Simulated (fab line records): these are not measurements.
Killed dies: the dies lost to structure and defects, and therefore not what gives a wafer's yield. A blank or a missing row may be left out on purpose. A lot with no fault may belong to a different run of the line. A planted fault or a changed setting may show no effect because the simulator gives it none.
A struck lot beside a sound one | flow ritCmos | 21 steps out of a route of 202
Sound: the wafers L161.2, L161.3, L161.4. The struck wafers were L165.2, L165.4, L165.5. The cause is named last.
Each step with rows lists, per side, the tool, then ch with its chambers, then its first start. Under that, the readings that differ: sound wafers | struck wafers | difference of the means | sigmas: that difference in standard deviations of wafers without a fault.
alike: a reading whose means differ by less than 2 such deviations, as well as words and numbers matching on both sides. not compared: withheld readings; readings where some wafer has no value; bounds like >300 that might hide an equal value; numbers whose values overlap and for which the record gives no deviation.
The two part at a step that has a row with sigmas, a row that says differs or no value, or rows on one side only. When numbers do not overlap yet have no deviation, they are printed without sigmas and do not part them. Lack of a reading on every wafer of one side parts them only where that side has two or more wafers.

first, 3 steps without rows for these wafers: RIT_GATE_CLEAN_02 (cleans in dHF, time 30 s); RIT_GATE_CLEAN_03 (cleans in SC2, time 600 s); RIT_GATE_CLEAN_04 (cleans in dHF, time 60 s).
RIT_FOX2_THK_MEAS_91:
  sound on filmMetro-02, day 2 20:14; struck on filmMetro-04, day 3 15:46
reading                     | sound       | struck      | difference | sigmas
FIELD_OXIDE_LEFT_2_THK (nm) | 263 263 256 | 246 251 245 | -13        | -2
then, 2 steps without rows for these wafers: RIT_GATE_OXIDATION_05 (target thk 3 nm, ox time 270 s); RIT_GATE_ANNEAL_06 (time 600 s).
RIT_GATE_THK_MEAS_07:
  sound on filmMetro-04, day 2 21:37; struck on filmMetro-04, day 3 17:10
  alike: GATE_OXIDE_THK
then, 1 step without rows for these wafers: RIT_GATE_CVD_08 (deposits poly-Si from SiH4, target thk 250 nm, time 2220 s).
RIT_GATE_THK_MEAS_09:
  sound on filmMetro-01, day 2 23:18; struck on filmMetro-04, day 3 18:50
reading            | sound             | struck            | difference | sigmas
GATE_POLY_THK (nm) | 253.8 253.9 252.0 | 246.4 247.1 245.9 | -6.8       | -3
then, 3 steps without rows for these wafers: RIT_GATE_HMDS_10 (prime time 60 s); RIT_GATE_COAT_11 (resist thk 850 nm); RIT_GATE_SOFTBAKE_12 (time 60 s).
RIT_GATE_EXPOSE_13: exposes mask M6, target cd 150 nm.
  sound on ilineStepper-01 ch 0, day 2 23:49; struck on ilineStepper-01 ch 0, day 3 19:28
reading           | sound             | struck            | difference | sigmas
exposureDoseMJCm2 | 380.3 380.1 380.2 | 384.7 384.9 384.6 | +4.5       | +13
  alike: mask
then, 2 steps without rows for these wafers: RIT_GATE_PEB_14; RIT_GATE_DEVELOP_15 (develop time 50 s).
RIT_GATE_CD_MEAS_16: the cd target is 150 nm.
  sound on cdSem-02, day 3 00:13; struck on cdSem-01, day 3 20:09
reading   | sound             | struck            | difference | sigmas
cdNm (nm) | 147.4 147.2 146.6 | 139.4 140.0 141.2 | -6.9       | -3
  not compared: hold
RIT_GATE_OVL_MEAS_17:
  sound on overlay-01, day 3 00:20; struck on overlay-02, day 4 00:29
reading | sound | struck                                                                  | difference                   | sigmas
hold    | - - - | awaitDispo/4.2h/release awaitDispo/4.2h/release awaitDispo/4.2h/release | no value on the sound wafers | 
  alike: GATE_OVL
then, 1 step without rows for these wafers: RIT_GATE_HARDBAKE_18 (time 60 s).
RIT_GATE_ETCH_19: etches poly-Si in SF6/CHF3/O2, stops on SiO2, time 165 s, target depth 312.5 nm.
  sound on rieSi-01 ch 1,2,3, day 3 00:31; struck on rieSi-01 ch 0,2,3, day 4 01:00
reading              | sound           | struck            | difference | sigmas
model.GATE.cdNm (nm) | 148 147.1 147.2 | 139.5 139.4 141.2 | -7.4       | 
  alike: CHF3_flow_sccm, drypumpMotorCurrentA, oesProductAu, throttleValvePct
  not compared: rfHoursCounterH
RIT_GATE_STRIP_20: strips in O2, time 180 s.
  sound on plasmaAsher-03 ch 0,1, day 3 00:37; struck on plasmaAsher-03 ch 0,1, day 4 01:07
  alike: drypumpMotorCurrentA
  not compared: rfHoursCounterH
RIT_M1_PROBE_99:
  sound on prober-02, day 3 20:37; struck on prober-02, day 5 00:16
  no value came back on the struck wafers for any of 8 readings (model.etest.nmos_0p15.driveUaUm, model.etest.pmos_0p15.driveUaUm and others); on the sound wafers model.etest.nmos_0p15.driveUaUm reads 486.3 490.3 490.4
  alike: killedAtFrontEnd, killedDies, killedOpen, killedShort

WHERE THEY PART
Earliest at RIT_FOX2_THK_MEAS_91; latest, in this record, at RIT_M1_PROBE_99.

WHY: what the simulator had put in
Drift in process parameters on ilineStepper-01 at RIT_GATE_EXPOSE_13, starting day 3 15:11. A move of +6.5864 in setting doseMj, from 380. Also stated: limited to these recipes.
